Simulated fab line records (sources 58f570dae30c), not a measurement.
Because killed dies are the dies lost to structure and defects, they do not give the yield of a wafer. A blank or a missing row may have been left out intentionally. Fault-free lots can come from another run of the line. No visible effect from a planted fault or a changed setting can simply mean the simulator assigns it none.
fab line records / flow berkeley_cmos170
record: lots: 14 wafers: 42 last_day: 11
route steps=331 shown PLDD@153
lots with no fault: from the same line, run without faults
start_h: hours from the record's opening day to when the first of the lot's shown wafers began / wait_h: hours since the lot's step before / " same as the row above / L1.1+2: a row that stands for several wafers / - no value, or no start given / * or withheld: withheld / < > ~ a bound
route shown NAME@n: a module of which the file shows steps, and the number in the route of the first / usual: mean and standard deviation over wafers with no fault / same: alike in all rows / chamber/n: place in a boat / sites: each site's reading / _std_site: standard deviation of those values / _edge_site: inner sites' mean taken away from outer sites' mean / radius_mm: how far each site lies from the wafer's centre / mask NAME#n: copy n / behind: the most recent tool/chamber to have shaped the wafer / hold: reason for holding the lot/hours on hold/outcome of the hold / device: the n, p or np transistor that did not switch / end of line: at the end of the route, the tests of the same wafers / a step with no rows: only its recipe / killed: dies that structure and defects cost at the first sort, which is not the same as the wafer's yield / map: the dies of a wafer, with x for killed, . for not killed, _ for no die there
set.NAME: the setting the step ran with; set.NAME@STEP: the setting that earlier step ran with / model.NAME: the simulator's own value behind a step, which no gauge read
one table for each step of the route and one row for each wafer, over a sample of lots
services: the hour from which a tool's chamber was out of use, counted from the record's first day as start_h (under 0 if before that day), plus the number of hours and why
== steps ==
step: UCB170_PLDD_IMPLANT_08
recipe: species: BF2 dose_cm2: 5e+13 energy_kev: 10 tilt_deg: 7 rotation_deg: 0
usual: beam_on_s: 10.16/0.29 dose_ions_cm2: 5e+13/5.8e+10 faraday_current_uA: 156/4.4
lot.wafer=L285.1 tool=implanter-02 chamber=0 start_h=133.62 wait_h=0.0 beam_on_s=9.69 dose_ions_cm2=4.995e+13 faraday_current_uA=164
lot.wafer=L285.5 tool=implanter-02 chamber=0 start_h=133.62 wait_h=0.0 beam_on_s=9.75 dose_ions_cm2=4.997e+13 faraday_current_uA=162
lot.wafer=L285.6 tool=implanter-02 chamber=0 start_h=133.62 wait_h=0.0 beam_on_s=10.11 dose_ions_cm2=4.994e+13 faraday_current_uA=157
lot.wafer=L287.2 tool=implanter-02 chamber=0 start_h=146.82 wait_h=0.0 beam_on_s=9.70 dose_ions_cm2=5.001e+13 faraday_current_uA=163
lot.wafer=L287.4 tool=implanter-02 chamber=0 start_h=146.82 wait_h=0.0 beam_on_s=10.08 dose_ions_cm2=5.003e+13 faraday_current_uA=157
lot.wafer=L287.6 tool=implanter-02 chamber=0 start_h=146.82 wait_h=0.0 beam_on_s=9.89 dose_ions_cm2=5.003e+13 faraday_current_uA=160
lot.wafer=L288.2 tool=implanter-01 chamber=0 start_h=156.67 wait_h=0.0 beam_on_s=10.21 dose_ions_cm2=5.016e+13 faraday_current_uA=156
lot.wafer=L288.4 tool=implanter-01 chamber=0 start_h=156.67 wait_h=0.0 beam_on_s=10.25 dose_ions_cm2=5.011e+13 faraday_current_uA=155
lot.wafer=L288.6 tool=implanter-01 chamber=0 start_h=156.67 wait_h=0.0 beam_on_s=10.77 dose_ions_cm2=5.008e+13 faraday_current_uA=147
lot.wafer=L291.1 tool=implanter-03 chamber=0 start_h=172.97 wait_h=0.0 beam_on_s=10.34 dose_ions_cm2=5.007e+13 faraday_current_uA=153
lot.wafer=L291.2 tool=implanter-03 chamber=0 start_h=172.97 wait_h=0.0 beam_on_s=9.81 dose_ions_cm2=4.992e+13 faraday_current_uA=161
lot.wafer=L291.6 tool=implanter-03 chamber=0 start_h=172.97 wait_h=0.0 beam_on_s=10.17 dose_ions_cm2=4.998e+13 faraday_current_uA=157
lot.wafer=L290.1 tool=implanter-01 chamber=0 start_h=173.39 wait_h=0.0 beam_on_s=10.43 dose_ions_cm2=4.994e+13 faraday_current_uA=152
lot.wafer=L290.2 tool=implanter-01 chamber=0 start_h=173.39 wait_h=0.0 beam_on_s=10.13 dose_ions_cm2=5.002e+13 faraday_current_uA=157
lot.wafer=L290.4 tool=implanter-01 chamber=0 start_h=173.39 wait_h=0.0 beam_on_s=10.31 dose_ions_cm2=4.989e+13 faraday_current_uA=153
lot.wafer=L294.1 tool=implanter-02 chamber=0 start_h=179.46 wait_h=0.0 beam_on_s=14.20 dose_ions_cm2=9.347e+13 faraday_current_uA=209
lot.wafer=L294.2 tool=implanter-02 chamber=0 start_h=179.46 wait_h=0.0 beam_on_s=13.67 dose_ions_cm2=9.351e+13 faraday_current_uA=215
lot.wafer=L294.3 tool=implanter-02 chamber=0 start_h=179.46 wait_h=0.0 beam_on_s=14.22 dose_ions_cm2=9.357e+13 faraday_current_uA=209
lot.wafer=L298.2 tool=implanter-02 chamber=0 start_h=191.75 wait_h=0.0 beam_on_s=14.96 dose_ions_cm2=9.35e+13 faraday_current_uA=198
lot.wafer=L298.4 tool=implanter-02 chamber=0 start_h=191.75 wait_h=0.0 beam_on_s=14.50 dose_ions_cm2=9.352e+13 faraday_current_uA=206
lot.wafer=L298.6 tool=implanter-02 chamber=0 start_h=191.75 wait_h=0.0 beam_on_s=14.32 dose_ions_cm2=9.356e+13 faraday_current_uA=208
lot.wafer=L299.2 tool=implanter-01 chamber=0 start_h=192.22 wait_h=0.0 beam_on_s=10.12 dose_ions_cm2=5.004e+13 faraday_current_uA=157
lot.wafer=L299.4 tool=implanter-01 chamber=0 start_h=192.22 wait_h=0.0 beam_on_s=10.45 dose_ions_cm2=5.001e+13 faraday_current_uA=151
lot.wafer=L299.6 tool=implanter-01 chamber=0 start_h=192.22 wait_h=0.0 beam_on_s=10.50 dose_ions_cm2=5e+13 faraday_current_uA=151
lot.wafer=L302.3 tool=implanter-01 chamber=0 start_h=203.73 wait_h=0.1 beam_on_s=10.08 dose_ions_cm2=4.998e+13 faraday_current_uA=158
lot.wafer=L302.5 tool=implanter-01 chamber=0 start_h=203.73 wait_h=0.1 beam_on_s=10.34 dose_ions_cm2=5.011e+13 faraday_current_uA=154
lot.wafer=L302.6 tool=implanter-01 chamber=0 start_h=203.73 wait_h=0.1 beam_on_s=10.35 dose_ions_cm2=5e+13 faraday_current_uA=153
lot.wafer=L303.1 tool=implanter-01 chamber=0 start_h=207.02 wait_h=0.0 beam_on_s=10.13 dose_ions_cm2=4.995e+13 faraday_current_uA=157
lot.wafer=L303.2 tool=implanter-01 chamber=0 start_h=207.02 wait_h=0.0 beam_on_s=10.27 dose_ions_cm2=4.995e+13 faraday_current_uA=154
lot.wafer=L303.4 tool=implanter-01 chamber=0 start_h=207.02 wait_h=0.0 beam_on_s=10.29 dose_ions_cm2=4.998e+13 faraday_current_uA=155
lot.wafer=L304.1 tool=implanter-03 chamber=0 start_h=224.62 wait_h=0.0 beam_on_s=9.73 dose_ions_cm2=5.002e+13 faraday_current_uA=163
lot.wafer=L304.5 tool=implanter-03 chamber=0 start_h=224.62 wait_h=0.0 beam_on_s=9.85 dose_ions_cm2=5.003e+13 faraday_current_uA=161
lot.wafer=L304.6 tool=implanter-03 chamber=0 start_h=224.62 wait_h=0.0 beam_on_s=10.13 dose_ions_cm2=4.998e+13 faraday_current_uA=156
lot.wafer=L307.3 tool=implanter-01 chamber=0 start_h=228.85 wait_h=0.1 beam_on_s=10.41 dose_ions_cm2=4.996e+13 faraday_current_uA=152
lot.wafer=L307.4 tool=implanter-01 chamber=0 start_h=228.85 wait_h=0.1 beam_on_s=10.27 dose_ions_cm2=4.991e+13 faraday_current_uA=154
lot.wafer=L307.5 tool=implanter-01 chamber=0 start_h=228.85 wait_h=0.1 beam_on_s=10.29 dose_ions_cm2=4.998e+13 faraday_current_uA=154
lot.wafer=L306.1 tool=implanter-03 chamber=0 start_h=229.38 wait_h=0.0 beam_on_s=9.83 dose_ions_cm2=5.011e+13 faraday_current_uA=161
lot.wafer=L306.2 tool=implanter-03 chamber=0 start_h=229.38 wait_h=0.0 beam_on_s=9.77 dose_ions_cm2=5.003e+13 faraday_current_uA=162
lot.wafer=L306.3 tool=implanter-03 chamber=0 start_h=229.38 wait_h=0.0 beam_on_s=10.10 dose_ions_cm2=5.007e+13 faraday_current_uA=157
lot.wafer=L308.2 tool=implanter-01 chamber=0 start_h=229.55 wait_h=0.0 beam_on_s=10.20 dose_ions_cm2=5e+13 faraday_current_uA=155
lot.wafer=L308.3 tool=implanter-01 chamber=0 start_h=229.55 wait_h=0.0 beam_on_s=10.49 dose_ions_cm2=5.002e+13 faraday_current_uA=151
lot.wafer=L308.4 tool=implanter-01 chamber=0 start_h=229.55 wait_h=0.0 beam_on_s=10.53 dose_ions_cm2=5.005e+13 faraday_current_uA=150
step: UCB170_PLDD_TW_MEAS_11
usual: PLDD_TW: 1012/7.7
lot.wafer=L285.1 tool=film_metro-02 chamber=- start_h=134.02 wait_h=0.1 PLDD_TW=1009
lot.wafer=L285.5 tool=film_metro-02 chamber=- start_h=134.02 wait_h=0.1 PLDD_TW=1016
lot.wafer=L285.6 tool=film_metro-02 chamber=- start_h=134.02 wait_h=0.1 PLDD_TW=1017
lot.wafer=L287.2 tool=film_metro-01 chamber=- start_h=147.20 wait_h=0.1 PLDD_TW=1008
lot.wafer=L287.4 tool=film_metro-01 chamber=- start_h=147.20 wait_h=0.1 PLDD_TW=1016
lot.wafer=L287.6 tool=film_metro-01 chamber=- start_h=147.20 wait_h=0.1 PLDD_TW=1012
lot.wafer=L288.2 tool=film_metro-01 chamber=- start_h=157.05 wait_h=0.1 PLDD_TW=1014
lot.wafer=L288.4 tool=film_metro-01 chamber=- start_h=157.05 wait_h=0.1 PLDD_TW=1019
lot.wafer=L288.6 tool=film_metro-01 chamber=- start_h=157.05 wait_h=0.1 PLDD_TW=1014
lot.wafer=L291.1 tool=film_metro-01 chamber=- start_h=173.37 wait_h=0.1 PLDD_TW=1017
lot.wafer=L291.2 tool=film_metro-01 chamber=- start_h=173.37 wait_h=0.1 PLDD_TW=1020
lot.wafer=L291.6 tool=film_metro-01 chamber=- start_h=173.37 wait_h=0.1 PLDD_TW=1019
lot.wafer=L290.1 tool=film_metro-02 chamber=- start_h=173.79 wait_h=0.1 PLDD_TW=1015
lot.wafer=L290.2 tool=film_metro-02 chamber=- start_h=173.79 wait_h=0.1 PLDD_TW=1020
lot.wafer=L290.4 tool=film_metro-02 chamber=- start_h=173.79 wait_h=0.1 PLDD_TW=1013
lot.wafer=L294.1 tool=film_metro-01 chamber=- start_h=179.86 wait_h=0.1 PLDD_TW=1139
lot.wafer=L294.2 tool=film_metro-01 chamber=- start_h=179.86 wait_h=0.1 PLDD_TW=1144
lot.wafer=L294.3 tool=film_metro-01 chamber=- start_h=179.86 wait_h=0.1 PLDD_TW=1136
lot.wafer=L298.2 tool=film_metro-02 chamber=- start_h=192.13 wait_h=0.1 PLDD_TW=1138
lot.wafer=L298.4 tool=film_metro-02 chamber=- start_h=192.13 wait_h=0.1 PLDD_TW=1138
lot.wafer=L298.6 tool=film_metro-02 chamber=- start_h=192.13 wait_h=0.1 PLDD_TW=1138
lot.wafer=L299.2 tool=film_metro-02 chamber=- start_h=192.60 wait_h=0.1 PLDD_TW=1017
lot.wafer=L299.4 tool=film_metro-02 chamber=- start_h=192.60 wait_h=0.1 PLDD_TW=1017
lot.wafer=L299.6 tool=film_metro-02 chamber=- start_h=192.60 wait_h=0.1 PLDD_TW=1016
lot.wafer=L302.3 tool=film_metro-01 chamber=- start_h=204.10 wait_h=0.1 PLDD_TW=1019
lot.wafer=L302.5 tool=film_metro-01 chamber=- start_h=204.10 wait_h=0.1 PLDD_TW=1021
lot.wafer=L302.6 tool=film_metro-01 chamber=- start_h=204.10 wait_h=0.1 PLDD_TW=1019
lot.wafer=L303.1 tool=film_metro-04 chamber=- start_h=207.42 wait_h=0.1 PLDD_TW=1000
lot.wafer=L303.2 tool=film_metro-04 chamber=- start_h=207.42 wait_h=0.1 PLDD_TW=994
lot.wafer=L303.4 tool=film_metro-04 chamber=- start_h=207.42 wait_h=0.1 PLDD_TW=1004
lot.wafer=L304.1 tool=film_metro-02 chamber=- start_h=225.02 wait_h=0.1 PLDD_TW=1008
lot.wafer=L304.5 tool=film_metro-02 chamber=- start_h=225.02 wait_h=0.1 PLDD_TW=1004
lot.wafer=L304.6 tool=film_metro-02 chamber=- start_h=225.02 wait_h=0.1 PLDD_TW=1008
lot.wafer=L307.3 tool=film_metro-01 chamber=- start_h=229.22 wait_h=0.1 PLDD_TW=1019
lot.wafer=L307.4 tool=film_metro-01 chamber=- start_h=229.22 wait_h=0.1 PLDD_TW=1011
lot.wafer=L307.5 tool=film_metro-01 chamber=- start_h=229.22 wait_h=0.1 PLDD_TW=1015
lot.wafer=L306.1 tool=film_metro-04 chamber=- start_h=229.78 wait_h=0.1 PLDD_TW=998
lot.wafer=L306.2 tool=film_metro-04 chamber=- start_h=229.78 wait_h=0.1 PLDD_TW=1000
lot.wafer=L306.3 tool=film_metro-04 chamber=- start_h=229.78 wait_h=0.1 PLDD_TW=1005
lot.wafer=L308.2 tool=film_metro-01 chamber=- start_h=229.93 wait_h=0.1 PLDD_TW=1007
lot.wafer=L308.3 tool=film_metro-01 chamber=- start_h=229.93 wait_h=0.1 PLDD_TW=1006
lot.wafer=L308.4 tool=film_metro-01 chamber=- start_h=229.93 wait_h=0.1 PLDD_TW=1015
step: UCB170_SDANNEAL_RS_MEAS_04
recipe: thk_meas_gauge: four-point-probe
usual: PLDD_RS: 1032.9/2.9
lot.wafer=L285.1 tool=film_metro-04 chamber=- start_h=144.79 wait_h=0.1 PLDD_RS[ohm/sq]=1031.1
lot.wafer=L285.5 tool=film_metro-04 chamber=- start_h=144.79 wait_h=0.1 PLDD_RS[ohm/sq]=1036.2
lot.wafer=L285.6 tool=film_metro-04 chamber=- start_h=144.79 wait_h=0.1 PLDD_RS[ohm/sq]=1032.3
lot.wafer=L287.2 tool=film_metro-02 chamber=- start_h=158.20 wait_h=0.1 PLDD_RS[ohm/sq]=1042.1
lot.wafer=L287.4 tool=film_metro-02 chamber=- start_h=158.20 wait_h=0.1 PLDD_RS[ohm/sq]=1036.2
lot.wafer=L287.6 tool=film_metro-02 chamber=- start_h=158.20 wait_h=0.1 PLDD_RS[ohm/sq]=1040.0
lot.wafer=L288.2 tool=film_metro-01 chamber=- start_h=169.47 wait_h=0.1 PLDD_RS[ohm/sq]=1030.1
lot.wafer=L288.4 tool=film_metro-01 chamber=- start_h=169.47 wait_h=0.1 PLDD_RS[ohm/sq]=1031.2
lot.wafer=L288.6 tool=film_metro-01 chamber=- start_h=169.47 wait_h=0.1 PLDD_RS[ohm/sq]=1035.8
lot.wafer=L291.1 tool=film_metro-01 chamber=- start_h=186.08 wait_h=0.1 PLDD_RS[ohm/sq]=1031.9
lot.wafer=L291.2 tool=film_metro-01 chamber=- start_h=186.08 wait_h=0.1 PLDD_RS[ohm/sq]=1032.4
lot.wafer=L291.6 tool=film_metro-01 chamber=- start_h=186.08 wait_h=0.1 PLDD_RS[ohm/sq]=1034.4
lot.wafer=L290.1 tool=film_metro-02 chamber=- start_h=188.84 wait_h=0.1 PLDD_RS[ohm/sq]=1027.1
lot.wafer=L290.2 tool=film_metro-02 chamber=- start_h=188.84 wait_h=0.1 PLDD_RS[ohm/sq]=1026.9
lot.wafer=L290.4 tool=film_metro-02 chamber=- start_h=188.84 wait_h=0.1 PLDD_RS[ohm/sq]=1026.8
lot.wafer=L294.1 tool=film_metro-01 chamber=- start_h=193.38 wait_h=0.1 PLDD_RS[ohm/sq]=782.2
lot.wafer=L294.2 tool=film_metro-01 chamber=- start_h=193.38 wait_h=0.1 PLDD_RS[ohm/sq]=783.0
lot.wafer=L294.3 tool=film_metro-01 chamber=- start_h=193.38 wait_h=0.1 PLDD_RS[ohm/sq]=780.9
lot.wafer=L298.2 tool=film_metro-04 chamber=- start_h=204.61 wait_h=0.1 PLDD_RS[ohm/sq]=781.4
lot.wafer=L298.4 tool=film_metro-04 chamber=- start_h=204.61 wait_h=0.1 PLDD_RS[ohm/sq]=780.8
lot.wafer=L298.6 tool=film_metro-04 chamber=- start_h=204.61 wait_h=0.1 PLDD_RS[ohm/sq]=779.9
lot.wafer=L299.2 tool=film_metro-01 chamber=- start_h=205.06 wait_h=0.1 PLDD_RS[ohm/sq]=1033.2
lot.wafer=L299.4 tool=film_metro-01 chamber=- start_h=205.06 wait_h=0.1 PLDD_RS[ohm/sq]=1032.5
lot.wafer=L299.6 tool=film_metro-01 chamber=- start_h=205.06 wait_h=0.1 PLDD_RS[ohm/sq]=1032.7
lot.wafer=L302.3 tool=film_metro-02 chamber=- start_h=217.06 wait_h=0.1 PLDD_RS[ohm/sq]=1035.8
lot.wafer=L302.5 tool=film_metro-02 chamber=- start_h=217.06 wait_h=0.1 PLDD_RS[ohm/sq]=1035.8
lot.wafer=L302.6 tool=film_metro-02 chamber=- start_h=217.06 wait_h=0.1 PLDD_RS[ohm/sq]=1034.4
lot.wafer=L303.1 tool=film_metro-02 chamber=- start_h=223.64 wait_h=0.1 PLDD_RS[ohm/sq]=1033.2
lot.wafer=L303.2 tool=film_metro-02 chamber=- start_h=223.64 wait_h=0.1 PLDD_RS[ohm/sq]=1033.3
lot.wafer=L303.4 tool=film_metro-02 chamber=- start_h=223.64 wait_h=0.1 PLDD_RS[ohm/sq]=1032.7
lot.wafer=L304.1 tool=film_metro-02 chamber=- start_h=238.07 wait_h=0.1 PLDD_RS[ohm/sq]=1034.6
lot.wafer=L304.5 tool=film_metro-02 chamber=- start_h=238.07 wait_h=0.1 PLDD_RS[ohm/sq]=1034.6
lot.wafer=L304.6 tool=film_metro-02 chamber=- start_h=238.07 wait_h=0.1 PLDD_RS[ohm/sq]=1034.9
lot.wafer=L306.1 tool=film_metro-04 chamber=- start_h=242.99 wait_h=0.1 PLDD_RS[ohm/sq]=1033.3
lot.wafer=L306.2 tool=film_metro-04 chamber=- start_h=242.99 wait_h=0.1 PLDD_RS[ohm/sq]=1034.6
lot.wafer=L306.3 tool=film_metro-04 chamber=- start_h=242.99 wait_h=0.1 PLDD_RS[ohm/sq]=1037.3
lot.wafer=L308.2 tool=film_metro-02 chamber=- start_h=243.19 wait_h=0.1 PLDD_RS[ohm/sq]=1034.1
lot.wafer=L308.3 tool=film_metro-02 chamber=- start_h=243.19 wait_h=0.1 PLDD_RS[ohm/sq]=1031.2
lot.wafer=L308.4 tool=film_metro-02 chamber=- start_h=243.19 wait_h=0.1 PLDD_RS[ohm/sq]=1033.5
lot.wafer=L307.3 tool=film_metro-01 chamber=- start_h=243.21 wait_h=0.1 PLDD_RS[ohm/sq]=1032.0
lot.wafer=L307.4 tool=film_metro-01 chamber=- start_h=243.21 wait_h=0.1 PLDD_RS[ohm/sq]=1032.9
lot.wafer=L307.5 tool=film_metro-01 chamber=- start_h=243.21 wait_h=0.1 PLDD_RS[ohm/sq]=1030.7
== services ==
tool=implanter-01 chamber=- start_h=112.13 hours=5.7 kind=repair
tool=implanter-01 chamber=- start_h=131.29 hours=2.6 kind=pm
tool=implanter-02 chamber=- start_h=150.03 hours=2.5 kind=repair
tool=implanter-02 chamber=- start_h=152.59 hours=11.0 kind=pm
tool=implanter-03 chamber=- start_h=176.41 hours=3.8 kind=repair
== key ==
first_sign: step: UCB170_PLDD_IMPLANT_08 reading: dose_ions_cm2 direction: up sigmas: 99+ usual: 5e+13 struck: 9.352e+13
effect: step: UCB170_PLDD_IMPLANT_08 reading: beam_on_s direction: up sigmas: 14 usual: 10.16 struck: 14.31
effect: step: UCB170_PLDD_TW_MEAS_11 reading: PLDD_TW direction: up sigmas: 16 usual: 1012 struck: 1139
effect: step: UCB170_SDANNEAL_RS_MEAS_04 reading: PLDD_RS direction: down sigmas: 88 usual: 1032.9 struck: 781.4
met_at UCB170_PLDD_IMPLANT_08
struck_lots L294,L298
tester_left_out L294,L298
onset_between 146.82 179.46
fault: kind: process_parameter_drift tool: implanter-02 chamber: - onset_h: 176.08 steps: UCB170_PLDD_IMPLANT_08 channel: dose_cm2 offset: 4.3452e+13 shape: step end_h: 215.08 acts_in: these_recipes_only stated: 5e+13
tester_left_out: of these lots the tester's yield and bins aren't shown, on N5 and GAA mostly nor the transistor test; their killed dies are dies lost to structure and defects alone, not to doping, threshold or leakage, so they don't give the yield
